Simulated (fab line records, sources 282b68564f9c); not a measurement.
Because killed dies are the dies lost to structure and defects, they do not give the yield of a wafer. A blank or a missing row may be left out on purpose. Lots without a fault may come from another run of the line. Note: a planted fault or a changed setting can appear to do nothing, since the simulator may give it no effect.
Matching of chambers | flow ritCmos | RIT_CONTACT_ETCH_11 on rieDiel-01: 4 sister chambers
The step etches SiO2 in CHF3/CF4/Ar, stops on TiSi2, target depth 480 nm, time 320 s. 4 wafers are shown with their chamber, then 7 later ones without.

WAFERS, EACH WITH ITS CHAMBER
wafer  | chamber | throttleValvePct (%)
L360.2 | 0       | 8.70
L360.6 | 2       | 9.06
L363.3 | 1       | 8.69
L363.4 | 3       | 8.97

WAFERS MISSING THEIR CHAMBER
wafer  | throttleValvePct (%)
L363.6 | 8.96
L367.2 | 8.93
L367.3 | 8.69
L367.4 | 8.71
L376.1 | 9.04
L376.2 | 8.94
L376.6 | 9.07

WHICH CHAMBER EACH ONE RAN IN
wafer  | from the rows above     | in truth
L363.6 | 3                       | 3
L367.2 | 3                       | 3
L367.3 | can't be placed: 1 or 0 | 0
L367.4 | can't be placed: 0 or 1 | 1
L376.1 | 2                       | 2
L376.2 | 3                       | 3
L376.6 | 2                       | 2
Correct placement for 5 of the 7. Unplaceable from these rows: 2, with the true chamber sitting among the candidates in 2. 0 placed wrongly.
How it was worked out, from the rows above alone: a wafer's distance from a chamber is the root of the sum, over the readings, of the square of ((its reading less the chamber's mean) divided by the reading's scatter). The wafer belongs to the nearest chamber; if the next one is less than 2 further off, it can't be placed. For every chamber, the mean is computed from those of its wafers that are shown. The scatter: root of mean squared gap, hidden wafer to nearest shown wafer, with one shown wafer a chamber.
